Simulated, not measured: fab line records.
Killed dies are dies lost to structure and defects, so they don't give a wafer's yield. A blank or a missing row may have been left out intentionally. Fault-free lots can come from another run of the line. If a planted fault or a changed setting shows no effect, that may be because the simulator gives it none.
Struck lot and sound lot, side by side	flow rit_cmos	44 out of 202 route steps
Sound: wafers L776.4, L776.5, L776.6. Wafers L784.2, L784.4, L784.5 were the ones struck. Last of all comes the cause.
Per side, at each step with rows, come the tool, then ch with its chambers, and then its first start. Under that, the readings that differ: sound wafers	struck wafers	difference of the means	sigmas: that difference in standard deviations of wafers without a fault.
alike: a reading whose means differ by less than 2 such deviations, as well as words and numbers matching on both sides. not compared: withheld readings; readings where some wafer has no value; bounds like >300 that might hide an equal value; numbers whose values overlap and for which the record gives no deviation.
Wherever a step has rows on one side only, a row that says differs or no value, or a row with sigmas, the two part there. Numbers that have no deviation but don't overlap get no sigmas and don't part them. Lack of a reading on every wafer of one side parts them only where that side has two or more wafers.

first, 2 steps without rows for these wafers: RIT_NLDD_HARDBAKE_07 (time 60 s); RIT_NLDD_IMPLANT_08.
RIT_NLDD_STRIP_09: strips in O2, time 180 s.
  sound on plasma_asher-02 ch 0,1, day 4 04:40; struck on plasma_asher-04 ch 0, day 5 21:06
  alike: drypump_motor_current_A
  not compared: rf_hours_counter_h
RIT_NLDD_TW_MEAS_10:
  sound: film_metro-04 at day 4 04:49; struck: film_metro-02 at day 5 21:17
  alike: NLDD_TW
then, 6 steps without rows for these wafers: RIT_PLDD_HMDS_00 (prime time 60 s); RIT_PLDD_COAT_01 (resist thk 1000 nm); RIT_PLDD_SOFTBAKE_02 (time 60 s); RIT_PLDD_EXPOSE_03 (exposes mask M8, target cd 40900 nm); RIT_PLDD_PEB_04; RIT_PLDD_DEVELOP_05 (develop time 50 s).
RIT_PLDD_OVL_MEAS_06:
  sound: overlay-02 at day 4 05:43; struck: overlay-02 at day 5 22:19
  alike: PLDD_OVL
then, 1 step without rows for these wafers: RIT_PLDD_HARDBAKE_07 (time 60 s).
RIT_PLDD_IMPLANT_08:
  sound on implanter-01 ch 0, day 4 05:58; struck on implanter-02 ch 0, day 5 22:31
reading	sound	struck	difference	sigmas
dose_ions_cm2	9.004e+14 9.023e+14 9.004e+14	1.5647e+15 1.5636e+15 1.5635e+15	+6.6290e+14	+99 or more
end_station_pressure_torr (Torr)	7e-06 7e-06 7.6e-06	8.8e-06 9.6e-06 8.6e-06	+1.8e-06	+4
faraday_current_uA	2772 2830 2843	4952 4805 4848	+2053	+35
RIT_PLDD_STRIP_09: strips in O2, time 180 s.
  sound on plasma_asher-04 ch 0,1, day 4 06:05; struck on plasma_asher-02 ch 0, day 5 22:39
  alike: drypump_motor_current_A
  not compared: rf_hours_counter_h
RIT_PLDD_TW_MEAS_10:
  sound: film_metro-04 at day 4 06:14; struck: film_metro-03 at day 5 22:50
reading	sound	struck	difference	sigmas
PLDD_TW	2314 2315 2327	2679 2664 2669	+352	+25
then, 4 steps without rows for these wafers: RIT_SPACER_CLEAN_00 (cleans in SC1, time 600 s); RIT_SPACER_CLEAN_01 (cleans in dHF, time 30 s); RIT_SPACER_CLEAN_02 (cleans in SC2, time 600 s); RIT_SPACER_CVD_03 (deposits Si3N4 from SiH2Cl2/NH3, target thk 250 nm, time 3300 s).
RIT_SPACER_THK_MEAS_04:
  sound: film_metro-02 at day 4 08:43; struck: film_metro-01 at day 6 01:11
  alike: SPACER_NITRIDE_THK
RIT_SPACER_ETCHBACK_05: etches Si3N4 in SF6/CHF3, stops on SiO2, target depth 250 nm, time 240 s.
  sound on rie_diel-04 ch 0,1,3, day 4 08:45; struck on rie_diel-03 ch 2,3, day 6 01:14
  alike: drypump_motor_current_A, oes_product_au, throttle_valve_pct
  not compared: rf_hours_counter_h
then, 6 steps without rows for these wafers: RIT_NSD_HMDS_00 (prime time 60 s); RIT_NSD_COAT_01 (resist thk 1000 nm); RIT_NSD_SOFTBAKE_02 (time 60 s); RIT_NSD_EXPOSE_03 (exposes mask M9, target cd 40700 nm); RIT_NSD_PEB_04; RIT_NSD_DEVELOP_05 (develop time 50 s).
RIT_NSD_OVL_MEAS_06:
  sound: overlay-02 at day 4 09:54; struck: overlay-02 at day 6 02:22
  alike: NSD_OVL
then, 2 steps without rows for these wafers: RIT_NSD_HARDBAKE_07 (time 60 s); RIT_NSD_IMPLANT_08.
RIT_NSD_STRIP_09: strips in O2, time 180 s.
  sound on plasma_asher-02 ch 0,1, day 4 10:16; struck on plasma_asher-03 ch 0,1, day 6 02:41
  alike: drypump_motor_current_A
  not compared: rf_hours_counter_h
RIT_NSD_TW_MEAS_10:
  sound: film_metro-02 at day 4 10:25; struck: film_metro-03 at day 6 02:52
reading	sound	struck	difference	sigmas
NSD_TW	3087 3089 3079	3123 3132 3128	+43	+2
then, 6 steps without rows for these wafers: RIT_PSD_HMDS_00 (prime time 60 s); RIT_PSD_COAT_01 (resist thk 1000 nm); RIT_PSD_SOFTBAKE_02 (time 60 s); RIT_PSD_EXPOSE_03 (exposes mask M10, target cd 40900 nm); RIT_PSD_PEB_04; RIT_PSD_DEVELOP_05 (develop time 50 s).
RIT_PSD_OVL_MEAS_06:
  sound: overlay-02 at day 4 11:19; struck: overlay-01 at day 6 03:54
  alike: PSD_OVL
then, 2 steps without rows for these wafers: RIT_PSD_HARDBAKE_07 (time 60 s); RIT_PSD_IMPLANT_08.
RIT_PSD_STRIP_09: strips in O2, time 180 s.
  sound on plasma_asher-04 ch 0,1, day 4 11:41; struck on plasma_asher-01 ch 0, day 6 04:24
  alike: drypump_motor_current_A
  not compared: rf_hours_counter_h
RIT_SDANNEAL_RS_MEAS_06: a four-point-probe measurement.
  sound: film_metro-02 at day 4 12:40; struck: film_metro-04 at day 6 05:22
reading	sound	struck	difference	sigmas
PLDD_RS (ohm/sq)	177.7 177.4 177.0	154.7 154.0 153.7	-23.2	-40
RIT_M1_PROBE_99:
  sound: prober-01 at day 4 20:12; struck: prober-01 at day 6 12:32
reading	sound	struck	difference	sigmas
model.etest.pmos_turned.r_on_ohm_um	3423 3377 3550	3005 3016 2932	-466	
model.etest.pmos_0p3.r_on_ohm_um	6214 6085 6324	5957 5989 5869	-269	
model.etest.pmos_0p15.r_on_ohm_um	2752 2685 2869	2439 2470 2399	-333	
model.etest.pldd.rs_ohm_sq	519.8 519.2 538	325.2 331.1 319.4	-200.4	
model.etest.pldd.line_ohm_um	166.5 164 171.1	106.2 106.7 104	-61.6	
model.etest.pmos_turned.drive_ua_um	191.3 196.4 183.3	225.3 222.3 234.7	+37.1	
model.etest.pmos_0p15.drive_ua_um	257 265.6 248.9	287.3 284.5 300.6	+33.6	
  alike: killed_at_front_end, killed_dies, killed_open, killed_short
  not compared: model.etest.pmos_0p3.drive_ua_um

WHERE THEY PART
At RIT_PLDD_IMPLANT_08 first; at RIT_SDANNEAL_RS_MEAS_06 last (within this record only). Later steps at which nothing parts them and some readings are alike: RIT_M1_PROBE_99.

WHY: what the simulator had put in
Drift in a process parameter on implanter-02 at RIT_PLDD_IMPLANT_08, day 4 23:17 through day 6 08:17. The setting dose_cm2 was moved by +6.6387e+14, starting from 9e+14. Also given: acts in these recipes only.
